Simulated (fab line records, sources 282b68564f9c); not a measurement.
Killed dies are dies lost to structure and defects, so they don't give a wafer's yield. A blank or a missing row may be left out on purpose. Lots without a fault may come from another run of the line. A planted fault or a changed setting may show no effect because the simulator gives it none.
fab line records | flow rit_cmos
record lots=6 wafers=18 last_day=6
route steps=202 shown NWELL@36 PWELL@39 M1@202
lots that met no fault: from a run of the same line without faults
start_h: hours from the record's first day to the start of the lot's first wafer shown | wait_h: hours since the lot's step before | " the same as in the row above | L1.1+2: a row that stands for several wafers | - no value, or no start given | * or withheld: withheld | < > ~ a bound
route shown NAME@n: a module of which the file shows steps, and the number in the route of the first | usual: mean/standard deviation of fault-free wafers | same: alike in all rows | chamber/n: place in a boat | sites: the reading at each site | _std_site: their standard deviation | _edge_site: outer sites' mean less inner sites' | radius_mm: how far each site lies from the wafer's centre | mask NAME#n: copy n | behind: the tool/chamber that last shaped the wafer | hold: why the lot was held/for how many hours/how that ended | device: the transistor (n, p or np) that didn't switch | end of line: the same wafers' tests at the end of the route | a step without rows: its recipe alone | killed: dies lost to structure and defects at the first sort, not the wafer's yield | map: a wafer's dies, x killed, . not, _ none there
set.NAME: the setting as run; set.NAME@STEP: as run at that earlier step | model.NAME: the simulator's own value behind a step, which no gauge read
lots at some steps of the route; a table a step, a row a wafer
services: from which hour (start_h, from the record's first day; less than 0 if before it) a tool's chamber was out of use, for how many hours, and why
## steps
# step RIT_NWELL_IMPLANT_08
# recipe species=P energy_kev=170 dose_cm2=5e+13 tilt_deg=7
# step RIT_NWELL_STRIP_09
# recipe chemistry=O2 time_s=180 resist=NOVOLAK platen_temp_c=withheld power_w=500 pressure_mtorr=4000 o2_flow_sccm=4000
# usual drypump_motor_current_A=5.45/0.29 o2_flow_sccm=4001/12
# columns lot.wafer tool chamber start_h wait_h drypump_motor_current_A o2_flow_sccm rf_hours_counter_h
L213.1 plasma_asher-01 0 20.68 0.1 5.37 4026 38
L213.3 " 0 " " 5.36 4032 -
L213.6 " 1 " " 5.27 4015 -
L220.1 plasma_asher-03 1 56.26 0.1 5.39 4001 41
L220.2 " 0 " " 5.98 3972 41
L220.6 " 1 " " 5.40 4008 -
L226.1 plasma_asher-03 1 85.69 0.1 5.38 4026 44
L226.3 " 0 " " 5.97 4008 -
L226.5 " 1 " " 5.41 4017 -
L227.3 plasma_asher-01 1 91.00 0.1 5.27 3996 -
L227.4 " 0 " " 5.36 3993 -
L227.6 " 0 " " 5.36 4009 -
L228.3 plasma_asher-03 0 97.95 0.1 5.95 3959 -
L228.4 " 1 " " 5.39 3980 -
L228.6 " 0 " " 5.96 3982 -
L230.3 plasma_asher-01 1 106.17 0.1 5.25 3998 -
L230.4 " 0 " " 5.36 3992 -
L230.5 " 1 " " 5.25 4010 -
# step RIT_NWELL_TW_MEAS_10
# usual NWELL_TW=2136/17
# columns lot.wafer tool chamber start_h wait_h NWELL_TW
L213.1 film_metro-04 - 20.86 0.1 2137
L213.3 " - " " 2145
L213.6 " - " " 2128
L220.1 film_metro-02 - 56.43 0.1 2111
L220.2 " - " " 2112
L220.6 " - " " 2108
L226.1 film_metro-03 - 85.87 0.1 2144
L226.3 " - " " 2132
L226.5 " - " " 2128
L227.3 film_metro-03 - 91.14 0.1 2129
L227.4 " - " " 2140
L227.6 " - " " 2136
L228.3 film_metro-04 - 98.08 0.1 2139
L228.4 " - " " 2125
L228.6 " - " " 2132
L230.3 film_metro-04 - 106.30 0.1 2120
L230.4 " - " " 2117
L230.5 " - " " 2140
# step RIT_PWELL_HMDS_00
# recipe prime_time_s=60 prime_temp_c=140
# step RIT_PWELL_COAT_01
# recipe resist=NOVOLAK spin_rpm=2000 resist_thk_nm=1300
# step RIT_PWELL_SOFTBAKE_02
# recipe resist=NOVOLAK temp_c=90 time_s=60
# step RIT_PWELL_EXPOSE_03
# recipe mask_id=M3 na=0.57 target_cd_nm=43700 dose_mj=250
# step RIT_PWELL_PEB_04
# recipe resist=NOVOLAK temp_c=withheld time_s=withheld
# step RIT_PWELL_DEVELOP_05
# recipe resist=NOVOLAK develop_time_s=68 dev_temp_c=23
# step RIT_PWELL_OVL_MEAS_06
# usual PWELL_OVL=-0.6/1.3
# columns lot.wafer tool chamber start_h wait_h PWELL_OVL[nm]
L213.1 overlay-01 - 21.83 - -0.3
L213.3 " - " " -0.9
L213.6 " - " " -0.5
L220.1 overlay-01 - 57.50 - 0.0
L220.2 " - " " -1.9
L220.6 " - " " -0.8
L226.1 overlay-01 - 86.93 - 1.0
L226.3 " - " " -0.7
L226.5 " - " " -0.4
L227.3 overlay-02 - 92.07 - -2.4
L227.4 " - " " -2.1
L227.6 " - " " -3.1
L228.3 overlay-02 - 99.19 - -0.1
L228.4 " - " " 0.9
L228.6 " - " " 1.3
L230.3 overlay-02 - 107.23 - -0.8
L230.4 " - " " 1.4
L230.5 " - " " -0.1
# step RIT_PWELL_HARDBAKE_07
# recipe resist=NOVOLAK temp_c=140 time_s=120
# step RIT_PWELL_IMPLANT_08
# recipe species=B energy_kev=170 dose_cm2=7e+13 tilt_deg=7.331
# step RIT_PWELL_STRIP_09
# recipe chemistry=O2 time_s=180 resist=NOVOLAK platen_temp_c=withheld power_w=500 pressure_mtorr=4000 o2_flow_sccm=4000
# usual drypump_motor_current_A=5.44/0.24 o2_flow_sccm=4001/11
# columns lot.wafer tool chamber start_h wait_h drypump_motor_current_A o2_flow_sccm rf_hours_counter_h
L213.1 plasma_asher-03 0 22.27 0.1 5.98 3994 37
L213.3 " 0 " " 5.96 3998 -
L213.6 " 0 " " 5.97 4001 -
L220.1 plasma_asher-04 0 57.94 0.1 5.39 4007 26
L220.2 " 1 " " 5.29 4005 26
L220.6 " 1 " " 5.30 4016 -
L226.1 plasma_asher-03 0 87.37 0.1 5.99 6003 44
L226.3 " 1 " " 5.41 6004 -
L226.5 " 0 " " 5.99 5991 -
L227.3 plasma_asher-03 0 92.55 0.1 5.99 6006 -
L227.4 " 1 " " 5.41 5992 -
L227.6 " 0 " " 5.96 6003 -
L228.3 plasma_asher-01 0 99.67 0.1 5.35 4002 -
L228.4 " 1 " " 5.26 4001 -
L228.6 " 0 " " 5.35 3994 -
L230.3 plasma_asher-04 1 107.72 0.1 5.32 3986 -
L230.4 " 0 " " 5.43 4017 -
L230.5 " 0 " " 5.41 4021 -
# step RIT_PWELL_TW_MEAS_10
# usual PWELL_TW=947/8.1
# columns lot.wafer tool chamber start_h wait_h PWELL_TW
L213.1 film_metro-02 - 22.44 0.1 945
L213.3 " - " " 936
L213.6 " - " " 937
L220.1 film_metro-04 - 58.11 0.1 959
L220.2 " - " " 959
L220.6 " - " " 959
L226.1 film_metro-04 - 87.54 0.1 948
L226.3 " - " " 948
L226.5 " - " " 948
L227.3 film_metro-03 - 92.69 0.1 955
L227.4 " - " " 947
L227.6 " - " " 947
L228.3 film_metro-04 - 99.81 0.1 945
L228.4 " - " " 950
L228.6 " - " " 944
L230.3 film_metro-02 - 107.85 0.1 941
L230.4 " - " " 938
L230.5 " - " " 937
# step RIT_M1_PROBE_99
# usual killed_at_contacts=0.1/0.25 killed_at_front_end=7/3.1 killed_dies=7/3.1 killed_open=3.6/2 killed_short=3.5/2
# same gross_dies=264 killed_at_M0_to_M3=0 killed_at_M4_up=0 killed_at_back_side=0 killed_at_other=0
# columns lot.wafer tool chamber start_h wait_h killed_at_contacts killed_at_front_end killed_dies killed_open killed_short
L213.1 prober-02 - 56.35 0.1 0 3 3 2 1
L213.3 prober-02 - 56.45 0.2 0 7 7 3 4
L213.6 prober-02 - 56.60 0.2 0 4 4 1 3
L220.1 prober-01 - 92.55 0.1 1 4 5 3 2
L220.2 prober-01 - 92.60 0.1 0 6 6 4 2
L220.6 prober-01 - 92.80 0.2 1 9 10 4 6
L227.3 prober-02 - 128.95 0.2 0 4 4 2 2
L227.4 prober-02 - 129.00 0.2 0 12 12 6 6
L227.6 prober-02 - 129.10 0.2 0 4 4 2 2
L228.3 prober-01 - 135.12 0.2 0 5 5 2 3
L228.4 prober-01 - 135.17 0.2 0 1 1 0 1
L228.6 prober-01 - 135.27 0.2 0 4 4 3 1
# killed by level:class
L213.1 GATE:geometric_particle:open=1 REOX:geometric_particle:short=1 REOX:geometric_particle:open=1
L213.3 REOX:geometric_particle:short=2 FOX1:geometric_particle:open=1 GATE:geometric_particle:short=1 REOX:geometric_particle:open=1 SPACER:geometric_particle:open=1 SPACER:geometric_particle:short=1
L213.6 SPACER:geometric_particle:short=2 FOX1:geometric_particle:short=1 GATE:geometric_particle:open=1
L220.1 FOX1:geometric_particle:open=1 FOX2:geometric_particle:short=1 GATE:geometric_particle:open=1 REOX:geometric_particle:open=1 CONTACT:geometric_particle:short=1
L220.2 FOX2:geometric_particle:open=2 SPACER:geometric_particle:open=2 SPACER:geometric_particle:short=1 SILICIDE:geometric_particle:short=1
L220.6 GATE:geometric_particle:short=2 SPACER:geometric_particle:short=2 FOX2:geometric_particle:open=1 FOX2:geometric_particle:short=1 GATE:geometric_particle:open=1 REOX:geometric_particle:open=1 SPACER:geometric_particle:open=1 CONTACT:geometric_particle:short=1
L227.3 FOX1:geometric_particle:short=1 FOX2:geometric_particle:open=1 GATE:geometric_particle:open=1 SPACER:geometric_particle:short=1
L227.4 SPACER:geometric_particle:open=5 GATE:geometric_particle:short=4 SPACER:geometric_particle:short=2 REOX:geometric_particle:open=1
L227.6 REOX:geometric_particle:open=2 GATE:geometric_particle:short=1 SPACER:geometric_particle:short=1
L228.3 GATE:geometric_particle:open=2 REOX:geometric_particle:short=2 SPACER:geometric_particle:short=1
L228.4 GATE:geometric_particle:short=1
L228.6 GATE:geometric_particle:open=3 SILICIDE:geometric_particle:short=1
## services
# columns tool chamber start_h hours kind
plasma_asher-04 - 30.46 1.8 repair
plasma_asher-04 - 59.66 0.8 repair
plasma_asher-01 - 77.77 2.8 pm
## key
first_sign step=RIT_PWELL_STRIP_09 reading=o2_flow_sccm direction=up sigmas=99+ usual=4001 struck=6000
effect none on later readings
met_at RIT_PWELL_STRIP_09
struck_wafers L226.1,L226.3,L226.5,L227.3,L227.4,L227.6
tester_left_out L226,L227
onset_between 22.27 87.37
fault kind=process_parameter_drift tool=plasma_asher-03 chamber=- onset_h=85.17 steps=RIT_PWELL_STRIP_09 channel=o2_flow_sccm offset=2000 shape=step end_h=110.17 acts_in=these_recipes_only stated=4000
# tester_left_out: of these lots the tester's yield and bins aren't shown, on N5 and GAA mostly nor the transistor test; their killed dies are dies lost to structure and defects alone, not to doping, threshold or leakage, so they don't give the yield
